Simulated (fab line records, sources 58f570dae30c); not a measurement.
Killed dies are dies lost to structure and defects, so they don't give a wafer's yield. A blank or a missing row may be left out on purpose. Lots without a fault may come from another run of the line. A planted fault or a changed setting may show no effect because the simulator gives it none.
Chamber matching | flow berkeley_cmos170 | UCB170_M2_ETCH_17 on rie_diel-03: 4 sister chambers
The step etches BARC in N2/H2. 14 wafers are shown with their chamber, then 7 later ones without.

WAFERS WITH THEIR CHAMBER
wafer  | chamber | throttle_valve_pct (%) | oes_product_au (a.u.) | bias_w (W)
L238.1 | 2       | 13.55                  | 0.987                 | 99.43
L238.3 | 3       | 13.34                  | 0.965                 | 99.52
L238.6 | 1       | 13.38                  | 0.992                 | 99.58
L242.2 | 0       | 13.27                  | 1.003                 | 99.79
L242.5 | 2       | 13.53                  | 0.987                 | 99.77
L242.6 | 1       | 13.38                  | 0.988                 | 100.40
L246.2 | 1       | 13.37                  | 0.978                 | 99.60
L246.5 | 2       | 13.50                  | 0.979                 | 100.22
L246.6 | 1       | 13.37                  | 0.979                 | 99.73
L249.1 | 0       | 13.27                  | 1.014                 | 99.75
L249.5 | 0       | 13.27                  | 1.007                 | 99.87
L249.6 | 1       | 13.36                  | 0.985                 | 100.00
L251.1 | 3       | 13.41                  | 0.972                 | 100.54
L251.4 | 1       | 13.39                  | 0.984                 | 100.04

SIGNATURES (means of the wafers above)
reading            | chamber 0 | chamber 1 | chamber 2 | chamber 3 | scatter within a chamber
throttle_valve_pct | 13.2700   | 13.3750   | 13.5267   | 13.3750   | 0.0207
oes_product_au     | 1.00800   | 0.98433   | 0.98433   | 0.96850   | 0.0052
bias_w             | 99.8033   | 99.8917   | 99.8067   | 100.0300  | 0.366
Rule: a wafer's distance from a chamber is the root of the sum, over the readings, of the square of ((its reading less the chamber's mean) divided by the reading's scatter). The wafer belongs to the nearest chamber; if the next one is less than 2 further off, it can't be placed. The scatter: the root of (the sum of the squares of (reading less its chamber's mean) over the shown wafers, divided by (wafers less chambers)).

WAFERS WITHOUT THEIR CHAMBER
wafer  | throttle_valve_pct (%) | oes_product_au (a.u.) | bias_w (W)
L251.5 | 13.39                  | 0.973                 | 100.03
L254.2 | 13.42                  | 0.976                 | 100.08
L254.3 | 13.49                  | 0.976                 | 99.78
L254.6 | 13.50                  | 0.983                 | 100.16
L260.1 | 13.26                  | 1.007                 | 100.47
L260.4 | 13.40                  | 0.974                 | 100.91
L260.5 | 13.28                  | 1.014                 | 99.79

WHICH CHAMBER EACH WENT THROUGH
wafer  | from the rows above     | in truth
L251.5 | can't be placed: 3 or 1 | 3
L254.2 | can't be placed: 3 or 1 | 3
L254.3 | 2                       | 2
L254.6 | 2                       | 2
L260.1 | 0                       | 0
L260.4 | can't be placed: 3 or 1 | 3
L260.5 | 0                       | 0
Placed correctly: 4 of 7. Can't be placed from these rows: 3 (the true chamber is among the candidates in 3). Placed wrongly: 0.
